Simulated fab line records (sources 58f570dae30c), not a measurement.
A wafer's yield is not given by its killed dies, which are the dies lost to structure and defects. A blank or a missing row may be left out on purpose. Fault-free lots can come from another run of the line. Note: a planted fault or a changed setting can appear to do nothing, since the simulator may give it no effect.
Comparing a struck lot with a sound one	flow berkeley_cmos170	18 steps out of a route of 331
Sound: the wafers L683.2, L683.4, L683.5. The struck wafers were L687.2, L687.5, L687.6. At the end, the cause is stated.
For every step that has rows: the tool of each side, followed by ch and its chambers, followed by its first start. Under that, the readings that differ: sound wafers	struck wafers	difference of the means	sigmas: that difference in standard deviations of wafers without a fault.
alike: words and numbers the same on both sides, and readings whose means are apart by under 2 such deviations; not compared: readings that were withheld, readings missing a value for some wafer, numbers with overlapping values and no deviation given by the record, and bounds like >300 which may hide the same value.
Wherever a step has rows on one side only, a row that says differs or no value, or a row with sigmas, the two part there. Numbers that don't overlap but have no deviation are shown without sigmas and don't part them. Lack of a reading on every wafer of one side parts them only where that side has two or more wafers.

first, 3 steps without rows for these wafers: UCB170_PSD_EXPOSE_03 (exposes mask PSELECT MOD, target cd 1200 nm); UCB170_PSD_PEB_04; UCB170_PSD_DEVELOP_05 (develop time 45 s).
UCB170_PSD_CD_MEAS_06: the cd target is 1200 nm.
  sound: cd_sem-02 at day 6 17:08; struck: cd_sem-01 at day 7 17:49
  alike: cd_nm
UCB170_PSD_OVL_MEAS_07:
  sound: overlay-01 at day 6 17:14; struck: overlay-02 at day 7 17:55
reading	sound	struck	difference	sigmas
PSD_OVL (nm)	-8 -3 -9	3 3 4	+10	+2
next, for these wafers, 1 step has no rows: UCB170_PSD_IMPLANT_08.
UCB170_PSD_STRIP_09: strips in O2.
  sound on plasma_asher-01 ch 0,1, day 6 17:25; struck on plasma_asher-03 ch 0,1, day 7 18:06
  alike: drypump_motor_current_A, oes_product_au, strip_time_to_endpoint_s
  not compared: rf_hours_counter_h
UCB170_PSD_TW_MEAS_10:
  sound: film_metro-01 at day 6 17:31; struck: film_metro-04 at day 7 18:13
  alike: PSD_TW
then, 4 steps without rows for these wafers: UCB170_PSD_CLEAN_11 (cleans in SPM, time 600 s); UCB170_NSD_HMDS_00 (prime time 60 s); UCB170_NSD_COAT_01 (resist thk 900 nm); UCB170_NSD_SOFTBAKE_02 (time 60 s).
UCB170_NSD_EXPOSE_03: exposes mask NSELECT MOD, target cd 1200 nm.
  sound on krf_scanner-02 ch 0, day 6 18:33; struck on krf_scanner-02 ch 0, day 7 19:02
  alike: mask
then, 2 steps without rows for these wafers: UCB170_NSD_PEB_04; UCB170_NSD_DEVELOP_05 (develop time 45 s).
UCB170_NSD_CD_MEAS_06: the cd target is 1200 nm.
  sound: cd_sem-02 at day 6 19:15; struck: cd_sem-01 at day 7 19:26
reading	sound	struck	difference	sigmas
cd_nm (nm)	1200.5 1200.6 1200.5	1205.3 1203.2 1218.0	+8.3	+5
UCB170_NSD_OVL_MEAS_07:
  sound: overlay-02 at day 6 19:22; struck: overlay-02 at day 7 19:32
  alike: NSD_OVL
next, for these wafers, 1 step has no rows: UCB170_M3_PROBE_99.

## WHERE THEY PART
First at UCB170_PSD_OVL_MEAS_07; last, within this record, at UCB170_NSD_CD_MEAS_06. Later steps at which nothing parts them and some readings are alike: UCB170_NSD_OVL_MEAS_07.

WHY: what had been put in by the simulator
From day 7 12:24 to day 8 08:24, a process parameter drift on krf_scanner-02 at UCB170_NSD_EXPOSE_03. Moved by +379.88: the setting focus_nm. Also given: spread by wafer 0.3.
